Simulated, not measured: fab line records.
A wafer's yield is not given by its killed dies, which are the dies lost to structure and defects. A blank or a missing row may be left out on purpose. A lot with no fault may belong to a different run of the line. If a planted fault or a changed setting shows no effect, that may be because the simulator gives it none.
Matching of chambers    flow berkeley cmos170    UCB170_FIELD_WET_ETCH_06 on wet bench-02: 3 sister chambers
The step etches SiO2 in BOE, time 22 s. 14 wafers are shown with their chamber, then 7 later ones without.

WAFERS PAIRED WITH THEIR CHAMBERS
wafer   chamber  run length s (s)
L779.1  1        54.3
L779.2  1        54.3
L779.6  1        54.3
L780.2  2        55.3
L780.4  2        55.3
L780.5  2        55.3
L782.1  3        54.6
L782.4  3        54.6
L782.5  3        54.6
L783.1  2        53.8
L783.5  2        53.8
L783.6  2        53.8
L791.1  1        49.9
L791.4  1        49.9

SIGNATURES, as means of the wafers listed above
reading       chamber 1  chamber 2  chamber 3  scatter within a chamber
run length s  52.540     54.550     54.600     1.56
Rule: a wafer's distance from a chamber is the root of the sum, over the readings, of the square of ((its reading less the chamber's mean) divided by the reading's scatter). If the next closest chamber is less than 2 further off than the closest, the wafer can't be placed; otherwise it belongs to the closest. The scatter: take each reading less its chamber's mean, square it, sum over the shown wafers, divide by the number of wafers less the number of chambers, and take the root.

WAFERS WHOSE CHAMBER IS MISSING
wafer   run length s (s)
L791.5  49.9
L789.2  42.8
L789.4  42.8
L789.5  42.8
L792.1  42.2
L792.3  42.2
L792.6  42.2

WHICH CHAMBER EACH WENT THROUGH
wafer   from the rows above           in truth
L791.5  can't be placed: 1 or 2 or 3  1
L789.2  can't be placed: 1 or 2 or 3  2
L789.4  can't be placed: 1 or 2 or 3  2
L789.5  can't be placed: 1 or 2 or 3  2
L792.1  can't be placed: 1 or 2 or 3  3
L792.3  can't be placed: 1 or 2 or 3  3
L792.6  can't be placed: 1 or 2 or 3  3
0 of 7 placed correctly. Cannot be placed on the basis of these rows: 7; the candidates contain the true chamber in 7. Number placed wrongly: 0.
